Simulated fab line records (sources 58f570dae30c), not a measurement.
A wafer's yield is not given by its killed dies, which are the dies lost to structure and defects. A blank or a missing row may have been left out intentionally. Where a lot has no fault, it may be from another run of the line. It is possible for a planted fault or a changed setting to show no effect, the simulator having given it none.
What tool caused it? + flow berkeleyCmos170 + Sampling: 14 lots, 42 wafers, 4 of 331 route steps

== WHAT THE GAUGES READ, wafer by wafer ==
UCB170_ACTIVE_CD_MEAS_90: target cd 1200 nm. Usual: cdNm 1199.7 nm, standard deviation 1.4.
| lot  | measured    | on       | cdNm (nm)            | flag |
|------|-------------|----------|----------------------|------|
| L325 | day 5 12:02 | cdSem-02 | 1199.3 1199.7 1199.7 |      |
| L326 | day 5 20:37 | cdSem-02 | 1202.6 1203.7 1202.9 |      |
| L328 | day 6 06:50 | cdSem-01 | 1199.0 1198.8 1199.3 |      |
| L330 | day 6 15:40 | cdSem-02 | 1199.8 1201.3 1201.0 |      |
| L332 | day 6 16:18 | cdSem-01 | 1199.2 1200.2 1200.9 |      |
| L335 | day 7 18:44 | cdSem-02 | 1199.5 1200.4 1199.7 |      |
| L339 | day 7 19:07 | cdSem-02 | 1199.2 1199.0 1198.4 |      |
| L340 | day 8 07:35 | cdSem-02 | 1199.8 1199.6 1199.7 |      |
| L342 | day 8 08:02 | cdSem-01 | 1202.8 1203.2 1202.6 |      |
| L343 | day 8 13:14 | cdSem-01 | 1199.3 1200.6 1199.8 |      |
| L344 | day 8 17:53 | cdSem-01 | 1198.1 1201.2 1199.8 |      |
| L345 | day 9 10:31 | cdSem-02 | 1198.1 1199.5 1199.9 |      |
| L346 | day 9 10:34 | cdSem-01 | 1199.8 1201.6 1200.3 |      |
| L347 | day 9 15:05 | cdSem-02 | 1200.1 1200.2 1199.6 |      |

UCB170_M2_OVL_MEAS_16. Usual: M2_OVL -3 nm, standard deviation 5.7.
| lot  | measured     | on         | M2_OVL (nm) | flag |
|------|--------------|------------|-------------|------|
| L325 | day 8 23:39  | overlay-01 | 8 10 10     |      |
| L326 | day 10 00:38 | overlay-01 | -14 -9 -9   |      |
| L328 | day 10 01:15 | overlay-01 | -9 -6 -11   |      |
| L330 | day 11 03:13 | overlay-01 | 0 -3 7      |      |
| L332 | day 11 02:57 | overlay-01 | -6 -1 -2    |      |
| L335 | day 11 14:06 | overlay-01 | -1 -3 2     |      |
| L339 | day 11 22:43 | overlay-01 | -1 -4 -5    |      |
| L340 | day 13 04:05 | overlay-02 | -7 -10 -4   |      |
| L342 | day 13 05:35 | overlay-01 | -4 -7 0     |      |
| L343 | day 13 02:10 | overlay-02 | -8 -10 -7   |      |
| L344 | day 13 01:31 | overlay-02 | -6 -5 -5    |      |
| L345 | day 13 06:59 | overlay-01 | 4 -4 3      |      |
| L346 | day 13 05:51 | overlay-02 | -10 -9 -8   |      |
| L347 | day 13 05:43 | overlay-02 | -7 1 -6     |      |

UCB170_V2_CD_MEAS_12: target cd 700 nm. Usual: cdNm 699.9 nm, standard deviation 1.4.
| lot  | measured     | on       | cdNm (nm)         | flag |
|------|--------------|----------|-------------------|------|
| L325 | day 9 02:29  | cdSem-01 | 700.3 701.4 702.0 |      |
| L326 | day 10 04:04 | cdSem-01 | 699.6 699.2 698.5 |      |
| L328 | day 10 05:44 | cdSem-01 | 698.0 698.4 699.5 |      |
| L330 | day 11 08:13 | cdSem-02 | 700.2 700.1 699.0 |      |
| L332 | day 11 08:01 | cdSem-02 | 699.7 701.7 701.9 |      |
| L335 | day 11 19:15 | cdSem-02 | 702.6 703.5 702.6 |      |
| L339 | day 12 02:10 | cdSem-02 | 698.3 698.6 698.9 |      |
| L340 | day 13 07:20 | cdSem-01 | 700.9 699.5 700.8 |      |
| L342 | day 13 08:46 | cdSem-01 | 699.3 699.2 700.3 |      |
| L343 | day 13 05:37 | cdSem-02 | 698.6 699.6 699.6 |      |
| L344 | day 13 04:56 | cdSem-02 | 699.5 699.8 699.9 |      |
| L345 | day 13 09:38 | cdSem-01 | 698.1 698.8 699.0 |      |
| L346 | day 13 09:22 | cdSem-02 | 698.3 697.4 697.9 |      |
| L347 | day 13 08:29 | cdSem-02 | 698.7 697.7 699.6 |      |

== WHAT TOOL EACH LOT RAN ON (gives the tool, then ch and the chambers of the sampled wafers, and finally the start) ==
| lot  | UCB170_M2_PRE_CLEAN_00      |
|------|-----------------------------|
| L325 | pvdSputter-02, day 8 21:38  |
| L326 | pvdSputter-03, day 9 22:07  |
| L328 | pvdSputter-04, day 9 22:21  |
| L330 | pvdSputter-04, day 10 23:17 |
| L332 | pvdSputter-04, day 10 21:54 |
| L335 | pvdSputter-04, day 11 11:56 |
| L339 | pvdSputter-04, day 11 17:20 |
| L340 | pvdSputter-03, day 13 00:45 |
| L342 | pvdSputter-02, day 13 02:01 |
| L343 | pvdSputter-04, day 12 22:27 |
| L344 | pvdSputter-02, day 12 21:29 |
| L345 | pvdSputter-02, day 13 03:43 |
| L346 | pvdSputter-03, day 13 02:15 |
| L347 | pvdSputter-04, day 13 02:08 |
- UCB170_M2_PRE_CLEAN_00: preclean etch time 60 s.

== AS READ BY THE TOOLS THEMSELVES (means over the sampled wafers that have a number; for cases with no such wafer, the mark the record gives instead) ==
The record holds no such reading with a usual standard deviation.

== THE ANSWER, worked out from the rows above alone ==
Rule: lot off if the mean of its wafers having a number is beyond 3 standard deviations from the usual mean. A lot without any number at a reading at which 4 lots or more have one is off too. All remaining lots with rows at the step are treated as sound. After the gauges, taken in route order, come the tools' own readings; for these a lot's mean is taken, as printed above. At the first step where some lot is off, the reading lying furthest off is the one used; lots without a number count as furthest.
None of the lots is off at any reading shown; this tells nothing.

== WHAT THE SIMULATOR PUT IN ==
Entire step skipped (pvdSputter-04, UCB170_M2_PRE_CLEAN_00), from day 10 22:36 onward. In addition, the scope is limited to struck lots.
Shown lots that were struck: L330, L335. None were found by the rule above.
